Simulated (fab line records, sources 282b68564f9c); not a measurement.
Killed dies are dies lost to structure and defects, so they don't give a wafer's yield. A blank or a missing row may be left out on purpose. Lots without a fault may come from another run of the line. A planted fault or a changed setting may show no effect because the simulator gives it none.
A struck lot beside a sound one | flow rit_cmos | 15 steps out of a route of 202
Sound: wafers L262.2, L262.4, L262.5. Struck: wafers L274.1, L274.5, L274.6. The cause comes at the end.
At each step with rows: each side's tool, then ch and its chambers, then its first start. Under that, the readings that differ: sound wafers | struck wafers | difference of the means | sigmas: that difference in standard deviations of wafers without a fault.
alike: readings whose means differ by less than 2 such deviations, and words and numbers that are the same on both sides. not compared: withheld readings, readings that some wafer has no value for, bounds like >300 that may hide the same value, and numbers for which the record gives no deviation and whose values overlap.
The two part at a step that has a row with sigmas, a row that says differs or no value, or rows on one side only. Numbers that don't overlap but have no deviation are shown without sigmas and don't part them. A reading that every wafer of one side lacks parts them only if that side has two wafers or more.

first, 1 step without rows for these wafers: RIT_NSD_IMPLANT_08.
RIT_NSD_STRIP_09: strips in O2, time 180 s.
  sound on plasma_asher-03 ch 0,1, day 3 16:16; struck on plasma_asher-01 ch 0,1, day 6 03:56
  alike: drypump_motor_current_A, run_length_s
  not compared: rf_hours_counter_h
RIT_NSD_TW_MEAS_10:
  sound on film_metro-01, day 3 16:26; struck on film_metro-03, day 6 04:07
  reading | sound          | struck         | difference | sigmas
  NSD_TW  | 3097 3095 3090 | 3156 3148 3147 | +56        | +3
then, 6 steps without rows for these wafers: RIT_PSD_HMDS_00 (prime time 60 s); RIT_PSD_COAT_01 (resist thk 1000 nm); RIT_PSD_SOFTBAKE_02 (time 60 s); RIT_PSD_EXPOSE_03 (exposes mask M10, target cd 40900 nm); RIT_PSD_PEB_04; RIT_PSD_DEVELOP_05 (develop time 50 s).
RIT_PSD_OVL_MEAS_06:
  sound on overlay-01, day 3 17:31; struck on overlay-02, day 6 05:08
  alike: PSD_OVL
then, 2 steps without rows for these wafers: RIT_PSD_HARDBAKE_07 (time 60 s); RIT_PSD_IMPLANT_08.
RIT_PSD_STRIP_09: strips in O2, time 180 s.
  sound on plasma_asher-03 ch 1, day 3 17:56; struck on plasma_asher-04 ch 0,1, day 6 05:29
  reading                                  | sound             | struck            | difference | sigmas
  run_length_s (s)                         | 207.3 207.4 207.2 | 117.1 117.4 117.4 | -90.0      | -99 or more
  model.NOVOLAK_of_PSD_COAT_01.thk_nm (nm) | 0 0 0             | 187.3 182.9 186.5 | +185.6     |
  alike: drypump_motor_current_A
  not compared: rf_hours_counter_h
RIT_PSD_TW_MEAS_10:
  sound on film_metro-03, day 3 18:07; struck on film_metro-03, day 6 05:40
  alike: PSD_TW
RIT_M1_PROBE_99:
  sound on prober-01, day 4 02:13; struck on prober-01, day 6 13:47
  reading             | sound  | struck      | difference | sigmas
  killed_at_front_end | 12 4 6 | 264 264 264 | +257       | +80
  killed_dies         | 12 4 6 | 264 264 264 | +257       | +80
  killed_on_rim       | 3 2 3  | 70 70 70    | +67        | +48
  alike: killed_at_contacts, killed_open, killed_short

WHERE THEY PART
First at RIT_NSD_TW_MEAS_10; last, within this record, at RIT_M1_PROBE_99.

WHY: what the simulator had put in
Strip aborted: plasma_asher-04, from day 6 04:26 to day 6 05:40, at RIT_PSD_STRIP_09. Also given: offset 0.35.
